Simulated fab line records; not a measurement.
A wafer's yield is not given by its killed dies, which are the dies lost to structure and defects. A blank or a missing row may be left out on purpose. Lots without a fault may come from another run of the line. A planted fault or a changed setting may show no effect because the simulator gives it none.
fab line records	flow ritCmos
[record] lots = 6	wafers = 18	lastDay = 7
route steps=202 shown REOX@99 NLDD@103 PLDD@114 SPACER@125 NSD@131 M1@202
lots with no fault: from the same line, run without faults
startH: hours from the record's opening day to when the first of the lot's shown wafers began	waitH: hours from the lot's prior step to this one	" unchanged from the row above	L1.1+2: several wafers, shown together as one row	- no value, or no start was given	* or withheld: withheld	< > ~ a bound
route shown NAME@n: NAME is a module with steps in the file, n the number in the route of the first one	usual: mean/standard deviation of fault-free wafers	same: alike in all rows	chamber/n: place in a boat	sites: each site's reading	_std_site: standard deviation of those values	_edge_site: inner sites' mean taken away from outer sites' mean	radiusMm: for every site, how far away it sits from the centre of the wafer	mask NAME#n: copy n	behind: the most recent tool/chamber to have shaped the wafer	hold: why the lot went on hold/how many hours it stayed there/how the hold came to an end	device: the n, p or np transistor that did not switch	end of line: the tests these same wafers got at the end of their route	a step with no rows: only its recipe	killed: count of dies lost to structure and defects at first sort (not the wafer's yield)	map: the dies of a wafer, with x for killed, . for not killed, _ for no die there
set.NAME: the run value of the setting; set.NAME@STEP: its run value at that earlier step	model.NAME: the simulator's own value behind a step, which no gauge read
certain route steps with their lots: each step a table, each wafer a row
services: from which hour (startH, from the record's first day; less than 0 if before it) a tool's chamber was out of use, for how many hours, and why
[[steps]]
[step RIT_REOX_CLEAN_01]
[recipe] chemistry = dHF	dilution = 50:1	timeS = 30
[step RIT_REOX_CLEAN_02]
[recipe] chemistry = SC2	mix = 3:3:50	timeS = 600	tempC = 75	dry = n2Spin
[step RIT_REOX_OXIDATION_03]
[recipe] tempC = 900	ambient = O2	targetThkA = 252	oxTimeS = 5580
[step RIT_REOX_THK_MEAS_04]
[recipe] reads = SiO2_of_REOX_OXIDATION_03
[usual] REOX_OXIDE_THK = 25.1/0.34
lot.wafer	tool	chamber	startH	waitH	REOX_OXIDE_THK[nm]
L611.1	filmMetro-01	-	68.89	0.0	25.1
L611.2	"	-	"	"	25.4
L611.4	"	-	"	"	25.7
L610.3	filmMetro-02	-	68.91	0.0	25.1
L610.4	"	-	"	"	25.2
L610.6	"	-	"	"	25.1
L614.1	filmMetro-01	-	81.70	0.0	25.3
L614.5	"	-	"	"	25.0
L614.6	"	-	"	"	24.9
L618.2	filmMetro-02	-	102.58	0.0	25.7
L618.4	"	-	"	"	25.8
L618.5	"	-	"	"	25.6
L619.2	filmMetro-01	-	105.93	0.0	25.4
L619.4	"	-	"	"	25.0
L619.5	"	-	"	"	25.1
L628.1	filmMetro-04	-	151.72	0.0	25.1
L628.3	"	-	"	"	25.6
L628.6	"	-	"	"	25.3
[step RIT_NLDD_HMDS_00]
[recipe] primeTimeS = 60	primeTempC = 140
[step RIT_NLDD_COAT_01]
[recipe] resist = NOVOLAK	spinRpm = 3250	resistThkNm = 1000
[step RIT_NLDD_SOFTBAKE_02]
[recipe] resist = NOVOLAK	tempC = 90	timeS = 60
[step RIT_NLDD_EXPOSE_03]
[recipe] maskId = M7	na = 0.57	targetCdNm = 40700	doseMj = 250
[step RIT_NLDD_PEB_04]
[recipe] resist = NOVOLAK	tempC = withheld	timeS = withheld
[step RIT_NLDD_DEVELOP_05]
[recipe] resist = NOVOLAK	developTimeS = 50	devTempC = 23
[step RIT_NLDD_OVL_MEAS_06]
[usual] NLDD_OVL = 0.4/1.6
lot.wafer	tool	chamber	startH	waitH	NLDD_OVL[nm]
L610.3	overlay-01	-	70.01	-	-1.9
L610.4	"	-	"	"	-2.4
L610.6	"	-	"	"	-2.5
L611.1	overlay-01	-	70.16	-	0.7
L611.2	"	-	"	"	-0.1
L611.4	"	-	"	"	-0.3
L614.1	overlay-01	-	82.73	-	2.1
L614.5	"	-	"	"	1.1
L614.6	"	-	"	"	2.4
L618.2	overlay-01	-	103.61	-	3.2
L618.4	"	-	"	"	1.9
L618.5	"	-	"	"	0.5
L619.2	overlay-02	-	106.83	-	3.7
L619.4	"	-	"	"	2.8
L619.5	"	-	"	"	0.6
L628.1	overlay-01	-	152.83	-	1.2
L628.3	"	-	"	"	1.3
L628.6	"	-	"	"	0.5
[step RIT_NLDD_HARDBAKE_07]
[recipe] resist = NOVOLAK	tempC = 140	timeS = 60
[step RIT_NLDD_IMPLANT_08]
[recipe] species = P	energyKev = 20	doseCm2 = 5e+14	tiltDeg = 7
[usual] doseIonsCm2 = 4.999e+14/5.6e+11	endStationPressureTorr = 6.3e-06/3e-07	faradayCurrentUA = 1576/31
lot.wafer	tool	chamber	startH	waitH	doseIonsCm2	endStationPressureTorr	faradayCurrentUA
L611.1	implanter-03	0	70.35	0.1	5e+14	6.22e-06	1582
L611.2	"	0	"	"	5.006e+14	6.32e-06	1562
L611.4	"	0	"	"	5.003e+14	6.83e-06	1586
L610.3	implanter-04	0	70.36	0.1	4.998e+14	6.71e-06	1548
L610.4	"	0	"	"	5.004e+14	6.01e-06	1600
L610.6	"	0	"	"	5.005e+14	6.22e-06	1597
L614.1	implanter-04	0	82.92	0.1	1.996e+14	5.27e-06	647
L614.5	"	0	"	"	2e+14	5.57e-06	640
L614.6	"	0	"	"	1.995e+14	5.97e-06	615
L618.2	implanter-02	0	103.81	0.1	5e+14	6.61e-06	1612
L618.4	"	0	"	"	4.999e+14	6.08e-06	1568
L618.5	"	0	"	"	5e+14	6.97e-06	1568
L619.2	implanter-04	0	107.04	0.1	2.004e+14	5.41e-06	627
L619.4	"	0	"	"	1.998e+14	5.26e-06	650
L619.5	"	0	"	"	1.999e+14	5.36e-06	629
L628.1	implanter-02	0	153.02	0.1	4.997e+14	6.06e-06	1599
L628.3	"	0	"	"	5.005e+14	6.34e-06	1606
L628.6	"	0	"	"	4.995e+14	6.48e-06	1515
[step RIT_NLDD_STRIP_09]
[recipe] chemistry = O2	timeS = 180	resist = NOVOLAK	platenTempC = withheld	powerW = 500	pressureMtorr = 4000	o2FlowSccm = 4000
[usual] drypumpMotorCurrentA = 5.6/0.46
lot.wafer	tool	chamber	startH	waitH	drypumpMotorCurrentA	rfHoursCounterH
L611.1	plasmaAsher-01	1	70.50	0.1	5.0	40
L611.2	"	0	"	"	6.5	40
L611.4	"	1	"	"	5.0	-
L610.3	plasmaAsher-03	1	70.52	0.1	5.5	-
L610.4	"	0	"	"	5.5	-
L610.6	"	0	"	"	5.5	-
L614.1	plasmaAsher-04	0	83.07	0.1	6.0	45
L614.5	"	0	"	"	6.0	-
L614.6	"	1	"	"	5.3	-
L618.2	plasmaAsher-03	0	103.94	0.1	5.5	33
L618.4	"	0	"	"	5.5	-
L618.5	"	1	"	"	5.5	-
L619.2	plasmaAsher-01	1	107.16	0.1	5.0	44
L619.4	"	0	"	"	6.5	-
L619.5	"	1	"	"	5.0	-
L628.1	plasmaAsher-04	0	153.17	0.1	6.0	53
L628.3	"	0	"	"	6.0	-
L628.6	"	1	"	"	5.3	-
[step RIT_NLDD_TW_MEAS_10]
[usual] NLDD_TW = 2488/11
lot.wafer	tool	chamber	startH	waitH	NLDD_TW
L610.3	filmMetro-04	-	70.66	0.1	2497
L610.4	"	-	"	"	2497
L610.6	"	-	"	"	2495
L611.1	filmMetro-02	-	70.67	0.1	2492
L611.2	"	-	"	"	2486
L611.4	"	-	"	"	2496
L614.1	filmMetro-04	-	83.24	0.1	1937
L614.5	"	-	"	"	1949
L614.6	"	-	"	"	1940
L618.2	filmMetro-02	-	104.12	0.1	2473
L618.4	"	-	"	"	2481
L618.5	"	-	"	"	2497
L619.2	filmMetro-02	-	107.35	0.1	1913
L619.4	"	-	"	"	1918
L619.5	"	-	"	"	1913
L628.1	filmMetro-03	-	153.35	0.1	2499
L628.3	"	-	"	"	2489
L628.6	"	-	"	"	2495
[step RIT_PLDD_HMDS_00]
[recipe] primeTimeS = 60	primeTempC = 140
[step RIT_PLDD_COAT_01]
[recipe] resist = NOVOLAK	spinRpm = 3250	resistThkNm = 1000
[step RIT_PLDD_SOFTBAKE_02]
[recipe] resist = NOVOLAK	tempC = 90	timeS = 60
[step RIT_PLDD_EXPOSE_03]
[recipe] maskId = M8	na = 0.57	targetCdNm = 40900	doseMj = 250
[step RIT_PLDD_PEB_04]
[recipe] resist = NOVOLAK	tempC = withheld	timeS = withheld
[step RIT_PLDD_DEVELOP_05]
[recipe] resist = NOVOLAK	developTimeS = 50	devTempC = 23
[step RIT_PLDD_OVL_MEAS_06]
[usual] PLDD_OVL = 0.2/1.1
lot.wafer	tool	chamber	startH	waitH	PLDD_OVL[nm]
L610.3	overlay-01	-	71.86	-	0.1
L610.4	"	-	"	"	0.0
L610.6	"	-	"	"	-1.5
L611.1	overlay-01	-	71.91	-	0.0
L611.2	"	-	"	"	0.5
L611.4	"	-	"	"	-0.7
L614.1	overlay-01	-	84.18	-	0.2
L614.5	"	-	"	"	0.3
L614.6	"	-	"	"	1.6
L618.2	overlay-01	-	105.03	-	-0.7
L618.4	"	-	"	"	0.0
L618.5	"	-	"	"	0.5
L619.2	overlay-02	-	108.33	-	-0.2
L619.4	"	-	"	"	0.2
L619.5	"	-	"	"	2.4
L628.1	overlay-02	-	154.25	-	0.6
L628.3	"	-	"	"	-0.8
L628.6	"	-	"	"	-0.2
[step RIT_PLDD_HARDBAKE_07]
[recipe] resist = NOVOLAK	tempC = 140	timeS = 60
[step RIT_PLDD_IMPLANT_08]
[recipe] species = BF2	energyKev = 20	doseCm2 = 9e+14	tiltDeg = 7
[step RIT_PLDD_STRIP_09]
[recipe] chemistry = O2	timeS = 180	resist = NOVOLAK	platenTempC = withheld	powerW = 500	pressureMtorr = 4000	o2FlowSccm = 4000
[usual] drypumpMotorCurrentA = 5.6/0.36
lot.wafer	tool	chamber	startH	waitH	drypumpMotorCurrentA	rfHoursCounterH
L610.3	plasmaAsher-03	0	72.24	0.1	5.5	-
L610.4	"	1	"	"	5.5	-
L610.6	"	0	"	"	5.5	-
L611.1	plasmaAsher-04	1	72.27	0.1	5.3	44
L611.2	"	0	"	"	6.0	44
L611.4	"	1	"	"	5.3	-
L614.1	plasmaAsher-03	1	84.51	0.1	5.5	31
L614.5	"	1	"	"	5.5	-
L614.6	"	0	"	"	5.5	-
L618.2	plasmaAsher-04	1	105.36	0.1	5.3	48
L618.4	"	0	"	"	6.0	-
L618.5	"	0	"	"	6.0	-
L619.2	plasmaAsher-04	1	108.66	0.1	5.3	48
L619.4	"	0	"	"	6.0	-
L619.5	"	1	"	"	5.3	-
L628.1	plasmaAsher-04	0	154.59	0.1	6.0	53
L628.3	"	1	"	"	5.3	-
L628.6	"	0	"	"	6.0	-
[step RIT_PLDD_TW_MEAS_10]
[usual] PLDD_TW = 2344/11
lot.wafer	tool	chamber	startH	waitH	PLDD_TW
L610.3	filmMetro-03	-	72.38	0.1	2337
L610.4	"	-	"	"	2342
L610.6	"	-	"	"	2350
L611.1	filmMetro-02	-	72.45	0.1	2333
L611.2	"	-	"	"	2325
L611.4	"	-	"	"	2343
L614.1	filmMetro-02	-	84.69	0.1	2337
L614.5	"	-	"	"	2345
L614.6	"	-	"	"	2341
L618.2	filmMetro-04	-	105.54	0.1	2340
L618.4	"	-	"	"	2331
L618.5	"	-	"	"	2342
L619.2	filmMetro-02	-	108.85	0.1	2338
L619.4	"	-	"	"	2345
L619.5	"	-	"	"	2338
L628.1	filmMetro-03	-	154.77	0.1	2378
L628.3	"	-	"	"	2348
L628.6	"	-	"	"	2358
[step RIT_SPACER_CLEAN_00]
[recipe] chemistry = SC1	mix = 3:3:50	timeS = 600	tempC = 75
[step RIT_SPACER_CLEAN_01]
[recipe] chemistry = dHF	dilution = 50:1	timeS = 30
[step RIT_SPACER_CLEAN_02]
[recipe] chemistry = SC2	mix = 3:3:50	timeS = 600	tempC = 75	dry = n2Spin
[step RIT_SPACER_CVD_03]
[recipe] material = Si3N4	targetThkNm = 250	tempC = 810	precursor = SiH2Cl2/NH3	timeS = 3300	pressureMtorr = 300	sih2cl2FlowSccm = 60	nh3FlowSccm = 150
[step RIT_SPACER_THK_MEAS_04]
[recipe] reads = Si3N4_of_SPACER_CVD_03
[usual] SPACER_NITRIDE_THK = 249.8/2.3
lot.wafer	tool	chamber	startH	waitH	SPACER_NITRIDE_THK[nm]
L610.3	filmMetro-04	-	74.72	0.0	252.9
L610.4	"	-	"	"	250.8
L610.6	"	-	"	"	250.6
L611.1	filmMetro-01	-	75.45	0.0	247.0
L611.2	"	-	"	"	251.5
L611.4	"	-	"	"	247.2
L614.1	filmMetro-04	-	87.92	0.0	250.5
L614.5	"	-	"	"	253.2
L614.6	"	-	"	"	251.0
L618.2	filmMetro-01	-	107.89	0.0	253.2
L618.4	"	-	"	"	250.0
L618.5	"	-	"	"	251.8
L619.2	filmMetro-04	-	111.19	0.0	247.7
L619.4	"	-	"	"	247.5
L619.5	"	-	"	"	246.3
L628.1	filmMetro-03	-	158.07	0.0	253.0
L628.3	"	-	"	"	252.3
L628.6	"	-	"	"	252.2
[step RIT_SPACER_ETCHBACK_05]
[recipe] targetDepthA = 2500	SF6_flow_sccm = 30	CHF3_flow_sccm = 30	target = Si3N4	chemistry = SF6/CHF3	pressureMtorr = 40	rfW = 250	timeS = 240	stopOn = SiO2
[usual] drypumpMotorCurrentA = 5.7/0.48	oesProductAu = 0.846/0.014	throttleValvePct = 10.33/0.13
lot.wafer	tool	chamber	startH	waitH	drypumpMotorCurrentA	oesProductAu	rfHoursCounterH	throttleValvePct
L610.3	rieDiel-02	0	74.76	0.0	5.2	0.868	2	10.36
L610.4	"	1	"	"	4.7	0.845	162	10.13
L610.6	"	1	"	"	4.7	0.836	-	10.14
L611.1	rieDiel-04	0	75.51	0.1	6.5	0.848	3	10.21
L611.2	"	2	"	"	6.0	0.841	141	10.55
L611.4	"	2	"	"	6.0	0.837	-	10.55
L614.1	rieDiel-01	2	87.98	0.1	5.4	0.851	81	10.46
L614.5	"	2	"	"	5.4	0.859	-	10.48
L614.6	"	1	"	"	5.8	0.833	-	10.39
L618.2	rieDiel-02	1	107.94	0.0	4.7	0.860	0	10.14
L618.4	"	0	"	"	5.2	0.869	-	10.35
L618.5	"	3	"	"	5.4	0.841	-	10.44
L619.2	rieDiel-04	0	111.24	0.0	6.5	0.859	4	10.21
L619.4	"	3	"	"	6.3	0.860	97	10.34
L619.5	"	0	"	"	6.5	0.850	-	10.21
L628.1	rieDiel-01	0	158.13	0.1	5.7	0.847	22	10.09
L628.3	"	2	"	"	5.4	0.849	83	10.46
L628.6	"	2	"	"	5.4	0.854	-	10.45
[step RIT_NSD_HMDS_00]
[recipe] primeTimeS = 60	primeTempC = 140
[step RIT_NSD_COAT_01]
[recipe] resist = NOVOLAK	spinRpm = 3250	resistThkNm = 1000
[step RIT_NSD_SOFTBAKE_02]
[recipe] resist = NOVOLAK	tempC = 90	timeS = 60
[step RIT_NSD_EXPOSE_03]
[recipe] maskId = M9	na = 0.57	targetCdNm = 40700	doseMj = 250
[step RIT_NSD_PEB_04]
[recipe] resist = NOVOLAK	tempC = withheld	timeS = withheld
[step RIT_NSD_DEVELOP_05]
[recipe] resist = NOVOLAK	developTimeS = 50	devTempC = 23
[step RIT_NSD_OVL_MEAS_06]
[usual] NSD_OVL = -0.3/1.7
lot.wafer	tool	chamber	startH	waitH	NSD_OVL[nm]
L610.3	overlay-02	-	75.77	-	-1.2
L610.4	"	-	"	"	-0.1
L610.6	"	-	"	"	-2.1
L611.1	overlay-01	-	76.63	-	1.7
L611.2	"	-	"	"	1.3
L611.4	"	-	"	"	2.8
L614.1	overlay-01	-	88.98	-	-1.1
L614.5	"	-	"	"	-1.5
L614.6	"	-	"	"	-1.3
L618.2	overlay-01	-	109.29	-	1.7
L618.4	"	-	"	"	0.3
L618.5	"	-	"	"	0.7
L619.2	overlay-01	-	112.25	-	-1.3
L619.4	"	-	"	"	-3.1
L619.5	"	-	"	"	-1.8
L628.1	overlay-01	-	159.32	-	-0.8
L628.3	"	-	"	"	-1.1
L628.6	"	-	"	"	-2.1
[step RIT_NSD_HARDBAKE_07]
[recipe] resist = NOVOLAK	tempC = 140	timeS = 60
[step RIT_NSD_IMPLANT_08]
[recipe] species = P	energyKev = 25	doseCm2 = 1e+15	tiltDeg = 7
[step RIT_NSD_STRIP_09]
[recipe] chemistry = O2	timeS = 180	resist = NOVOLAK	platenTempC = withheld	powerW = 500	pressureMtorr = 4000	o2FlowSccm = 4000
[usual] drypumpMotorCurrentA = 5.7/0.67
lot.wafer	tool	chamber	startH	waitH	drypumpMotorCurrentA	rfHoursCounterH
L610.3	plasmaAsher-03	0	76.16	0.1	5.5	-
L610.4	"	1	"	"	5.5	-
L610.6	"	0	"	"	5.6	-
L611.1	plasmaAsher-01	1	76.97	0.1	5.0	40
L611.2	"	0	"	"	6.5	40
L611.4	"	0	"	"	6.5	-
L614.1	plasmaAsher-01	1	89.31	0.1	5.0	42
L614.5	"	1	"	"	5.0	-
L614.6	"	0	"	"	6.6	-
L618.2	plasmaAsher-01	0	109.62	0.1	6.5	44
L618.4	"	0	"	"	6.5	-
L618.5	"	1	"	"	5.0	-
L619.2	plasmaAsher-01	1	112.58	0.1	5.0	44
L619.4	"	0	"	"	6.5	-
L619.5	"	1	"	"	5.0	-
L628.1	plasmaAsher-02	0	159.65	0.1	6.2	5
L628.3	"	1	"	"	4.9	-
L628.6	"	1	"	"	4.9	-
[step RIT_SDANNEAL_RS_MEAS_07]
[recipe] thkMeasGauge = four-point-probe
[usual] NLDD_RS = 151.7/0.48
lot.wafer	tool	chamber	startH	waitH	NLDD_RS[ohm/sq]
L610.3	filmMetro-04	-	78.72	0.1	150.5
L610.4	"	-	"	"	151.2
L610.6	"	-	"	"	151.0
L611.1	filmMetro-02	-	79.52	0.1	151.9
L611.2	"	-	"	"	151.4
L611.4	"	-	"	"	152.1
L614.1	filmMetro-02	-	91.88	0.1	303.3
L614.5	"	-	"	"	300.9
L614.6	"	-	"	"	298.9
L618.2	filmMetro-04	-	112.23	0.1	151.8
L618.4	"	-	"	"	152.2
L618.5	"	-	"	"	151.6
L619.2	filmMetro-02	-	115.18	0.1	306.0
L619.4	"	-	"	"	305.3
L619.5	"	-	"	"	306.5
L628.1	filmMetro-04	-	162.12	0.1	151.4
L628.3	"	-	"	"	150.9
L628.6	"	-	"	"	150.9
[step RIT_M1_PROBE_99]
[usual] killed_at_M0_to_M3 = 0.0/0.12	killedAtFrontEnd = 7/3.1	killedDies = 7/3.1	killedOpen = 3.5/2.2	killedShort = 3.3/1.9
[same] grossDies = 264	killed_at_M4_up = 0	killedAtBackSide = 0	killedAtContacts = 0	killedAtOther = 0
lot.wafer	tool	chamber	startH	waitH	killed_at_M0_to_M3	killedAtFrontEnd	killedDies	killedOpen	killedShort	model.etest.nmos_0p15.rOnOhmUm	model.etest.nmos_0p3.rOnOhmUm	model.etest.nldd.rsOhmSq	model.etest.nmosTurned.driveUaUm	model.etest.nldd.lineOhmUm	model.etest.nmos_0p15.driveUaUm	model.etest.nmosNarrow.driveUaUm	model.etest.nmos_0p3.driveUaUm
L610.3	prober-01	-	86.37	0.2	0	2	2	2	0	1068	2091	343.4	343.5	108.1	479.7	225.8	226.3
L610.4	prober-01	-	86.42	0.2	0	2	2	1	1	1092	2134	346.8	335.6	111.2	467.3	223.1	224.5
L610.6	prober-01	-	86.52	0.2	0	10	10	5	5	1071	2104	345.8	342.5	107.6	483.5	230	228
L611.1	prober-01	-	86.57	0.2	0	6	6	5	1	1179	2240	378.9	313.8	118.8	456.1	221.7	218.6
L611.2	prober-01	-	86.62	0.2	0	6	6	3	3	1192	2241	383.2	304.6	118.7	453.9	221.7	219.7
L611.4	prober-01	-	86.72	0.2	0	7	7	4	3	1230	2275	393.4	295.2	123.8	432.3	215.1	213.3
L614.1	prober-01	-	99.08	0.1	0	7	7	2	5	1789	2766	836.8	112	260.6	335.8	198.2	198.4
L614.5	prober-01	-	99.28	0.2	0	4	4	3	1	1764	2733	821	118.7	261.9	341.5	199.4	197
L614.6	prober-01	-	99.33	0.2	0	7	7	4	3	1754	2748	812.7	119.5	257.2	341.1	198.2	196.3
L618.2	prober-01	-	119.45	0.1	0	5	5	3	2	1161	2181	407.6	293.8	128.2	443.5	219.6	219.5
L618.4	prober-01	-	119.55	0.2	0	3	3	1	2	1171	2217	413.4	290.8	129.1	455.6	223.3	222.2
L618.5	prober-01	-	119.60	0.2	0	14	14	7	7	1187	2203	406.1	299	126.1	449.8	226.7	224.8
L619.2	prober-02	-	122.40	0.1	0	5	5	1	4	1785	2809	833.9	111.2	261.7	336.2	192.1	190.4
L619.4	prober-02	-	122.50	0.2	0	6	6	4	2	1717	2777	822.6	115.9	255.7	338.6	191.4	190.1
L619.5	prober-02	-	122.55	0.2	0	5	5	4	1	1787	2819	819.5	112.5	254.8	332.9	189.4	188.2
L628.1	prober-01	-	169.08	0.1	0	4	4	4	0	1066	2097	369.8	345.7	116.4	489.9	240.4	232.1
L628.3	prober-01	-	169.18	0.2	1	3	4	1	3	1108	2110	380.4	336.4	119.1	483.7	239.7	233.3
L628.6	prober-01	-	169.33	0.2	0	4	4	1	3	1078	2113	372.4	346.3	117.2	492.1	237.4	231.1
// killed by level:class
L610.3 REOX:geometricParticle:open=1 SPACER:geometricParticle:open=1
L610.4 GATE:geometricParticle:short=1 REOX:geometricParticle:open=1
L610.6 GATE:geometricParticle:short=4 GATE:geometricParticle:open=3 SILICIDE:geometricParticle:open=2 SPACER:geometricParticle:short=1
L611.1 SPACER:geometricParticle:open=2 FOX2:geometricParticle:open=1 GATE:geometricParticle:open=1 REOX:geometricParticle:short=1 REOX:geometricParticle:open=1
L611.2 GATE:geometricParticle:open=2 GATE:geometricParticle:short=1 SPACER:geometricParticle:open=1 SPACER:geometricParticle:short=1 SILICIDE:geometricParticle:short=1
L611.4 FOX2:geometricParticle:open=2 FOX1:geometricParticle:open=1 GATE:geometricParticle:open=1 GATE:geometricParticle:short=1 SPACER:geometricParticle:short=1 SILICIDE:geometricParticle:short=1
L614.1 REOX:geometricParticle:short=4 GATE:geometricParticle:short=1 REOX:geometricParticle:open=1 SILICIDE:geometricParticle:open=1
L614.5 REOX:geometricParticle:open=2 FOX1:geometricParticle:open=1 GATE:geometricParticle:short=1
L614.6 FOX1:geometricParticle:open=1 GATE:geometricParticle:open=1 REOX:geometricParticle:short=1 REOX:geometricParticle:open=1 SPACER:geometricParticle:short=1 SILICIDE:geometricParticle:open=1 SILICIDE:geometricParticle:short=1
L618.2 GATE:geometricParticle:open=2 GATE:geometricParticle:short=1 REOX:geometricParticle:open=1 SILICIDE:geometricParticle:short=1
L618.4 FOX1:geometricParticle:open=1 FOX1:geometricParticle:short=1 SPACER:geometricParticle:short=1
L618.5 FOX1:geometricParticle:open=4 GATE:geometricParticle:short=2 SILICIDE:geometricParticle:short=2 FOX1:geometricParticle:short=1 GATE:geometricParticle:open=1 REOX:geometricParticle:open=1 REOX:geometricParticle:short=1 SPACER:geometricParticle:short=1
L619.2 GATE:geometricParticle:short=2 FOX2:geometricParticle:short=1 GATE:geometricParticle:open=1 SPACER:geometricParticle:short=1
L619.4 GATE:geometricParticle:open=2 GATE:geometricParticle:short=2 REOX:geometricParticle:open=1 SPACER:geometricParticle:open=1
L619.5 GATE:geometricParticle:open=3 SPACER:geometricParticle:open=1 SPACER:geometricParticle:short=1
L628.1 REOX:geometricParticle:open=2 GATE:geometricParticle:open=1 SPACER:geometricParticle:open=1
L628.3 ACTIVE:geometricParticle:short=1 REOX:geometricParticle:short=1 SILICIDE:geometricParticle:open=1 M1:geometricParticle:short=1
L628.6 FOX2:geometricParticle:short=1 GATE:geometricParticle:short=1 REOX:geometricParticle:short=1 SILICIDE:geometricParticle:open=1
[[services]]
tool	chamber	startH	hours	kind
rieDiel-04	2	61.87	1.7	repair
rieDiel-04	1	74.37	-	clean
rieDiel-04	1	74.37	12.3	scheduledDown
rieDiel-04	1	74.37	12.3	ventCycle
implanter-03	-	79.07	1.1	repair
plasmaAsher-02	-	80.01	1.5	repair
rieDiel-02	1	82.89	-	clean
rieDiel-02	1	82.89	17.1	scheduledDown
rieDiel-02	1	82.89	17.1	ventCycle
rieDiel-01	1	91.23	-	clean
rieDiel-01	1	91.23	23.0	scheduledDown
rieDiel-01	1	91.23	23.0	ventCycle
rieDiel-02	2	96.00	14.4	repair
plasmaAsher-04	-	99.22	2.8	pm
rieDiel-04	3	105.22	3.5	repair
plasmaAsher-02	-	108.75	9.0	pm
plasmaAsher-02	0	108.75	9.0	ventCycle
plasmaAsher-03	-	114.53	2.8	pm
implanter-04	-	117.52	5.8	repair
rieDiel-02	-	117.91	2.8	pm
rieDiel-04	0	132.72	22.1	repair
plasmaAsher-02	-	137.37	1.0	repair
plasmaAsher-01	-	140.96	4.8	repair
implanter-03	-	142.94	0.9	repair
[[key]]
[firstSign] step = RIT_NLDD_IMPLANT_08	reading = doseIonsCm2	direction = down	sigmas = 99+	usual = 4.999e+14	struck = 1.999e+14
[effect] step = RIT_NLDD_IMPLANT_08	reading = faradayCurrentUA	direction = down	sigmas = 30	usual = 1576	struck = 635
[effect] step = RIT_NLDD_TW_MEAS_10	reading = NLDD_TW	direction = down	sigmas = 51	usual = 2488	struck = 1928
[effect] step = RIT_SDANNEAL_RS_MEAS_07	reading = NLDD_RS	direction = up	sigmas = 99+	usual = 151.7	struck = 303.5
[modelEffect] step = RIT_M1_PROBE_99	value = etest.nmos_0p15.rOnOhmUm	without = 1125	struck = 1766
metAt RIT_NLDD_IMPLANT_08
struckWafers L614.1,L614.5,L614.6,L619.2,L619.4,L619.5
testerLeftOut L614,L619
onsetBetween 70.36 82.92
[fault] kind = processParameterDrift	tool = implanter-04	chamber = -	onsetH = 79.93	steps = RIT_NLDD_IMPLANT_08	channel = doseCm2	offset = -3e+14	shape = step	endH = 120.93	actsIn = theseRecipesOnly	stated = 5e+14
// testerLeftOut: of these lots the tester's yield and bins aren't shown, on N5 and GAA mostly nor the transistor test; their killed dies are dies lost to structure and defects alone, not to doping, threshold or leakage, so they don't give the yield
